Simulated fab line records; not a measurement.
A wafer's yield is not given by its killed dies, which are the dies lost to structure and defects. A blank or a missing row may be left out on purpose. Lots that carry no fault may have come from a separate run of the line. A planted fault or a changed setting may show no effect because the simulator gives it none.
One fault seen from 2 desks	flow berkeley-cmos170	only its own numbers are on each desk; what lay behind them is given at the end

## AT THE TOOL OWNER'S DESK: krf-scanner-02
The tool's own readings at UCB170_PFIELD_EXPOSE_03 (exposes mask PFIELD, target cd 1500 nm): means of the sampled wafers that have a number, for each lot that ran on this tool. Marked OUT: a lot whose mean sits more than 4 standard deviations from the usual mean, which makes it out of limits; the brackets give that distance.
Columns: A = stage-vel-mm-s at UCB170_PFIELD_EXPOSE_03, usual 500.00 mm/s
lot	first seen here	A
L757	day 5 12:25	500.12
L758	day 5 16:34	500.12
L760	day 5 16:50	499.82
L762	day 6 14:34	500.08
L763	day 6 14:43	500.24
L768	day 7 14:37	499.91
L769	day 7 22:03	500.29
L771	day 8 04:39	500.42
L773	day 8 15:14	500.12
L775	day 9 03:27	500.15
Result from this desk: across the 10 lots, nothing is out of limits.

## AT THE METROLOGY DESK
What the gauges read for every lot (on any tool): the sampled wafers with a number, averaged. Marked OUT: a lot whose mean sits more than 4 standard deviations from the usual mean, which makes it out of limits; the brackets give that distance.
Columns: A = INCOMING_BOW at UCB170_START_BOW_MEAS_00, usual -1 um; B = NWELL_OVL at UCB170_NWELL_OVL_MEAS_12, usual -3 nm; C = PFIELD_OVL at UCB170_PFIELD_OVL_MEAS_06, usual 1 nm; D = FIELD_OXIDE_LEFT_1_THK at UCB170_FIELD_THK_MEAS_90, usual 440 nm
lot	first seen here	A	B	C	D
L756	day 1 15:02	-3	4	-9	433
L757	day 1 20:00	-2	4	6	443
L758	day 2 01:00	-4	-8	10	427
L759	day 2 06:00	5	-4	-5	435
L760	day 2 11:01	2	-4	7	431
L762	day 2 21:01	-3	-5	4	437
L763	day 3 02:01	1	3	-6	432
L766	day 3 17:00	-5	-9	2	441
L768	day 4 03:01	1	2	1	423
L769	day 4 08:00	0	-11	265 (+45) OUT	439
L770	day 4 13:00	-3	-7	-12	454
L771	day 4 18:01	-2	-3	258 (+44) OUT	442
L772	day 4 23:01	-4	-4	3	440
L773	day 5 04:01	1	-13	261 (+44) OUT	444
L774	day 5 09:00	-7	2	-2	444
L775	day 5 14:00	-0	-11	268 (+45) OUT	429
This desk reports L769, L771, L773, L775 out of limits; the earliest was L769 at day 7 22:50 (PFIELD_OVL at UCB170_PFIELD_OVL_MEAS_06). In limits: L756, L757, L758, L759, L760, L762, L763, L766, L768, L770, L772, L774.

## PUT TOGETHER
At day 7 22:50 the metrology desk could have sounded an alarm, on L769, L771, L773, L775.
Nothing out of limits was seen by the tool owner's desk.
The tool owner's desk has L769, L771, L773, L775 on record, within its limits.
The lots listed all ran UCB170_PFIELD_EXPOSE_03 on krf-scanner-02.

## WHAT THE SIMULATOR PUT IN
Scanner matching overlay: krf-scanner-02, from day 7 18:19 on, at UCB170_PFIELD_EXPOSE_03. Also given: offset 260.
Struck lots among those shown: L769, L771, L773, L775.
Time in hours between the start of the fault and the first out-of-limits reading at each desk: metrology desk, 5.
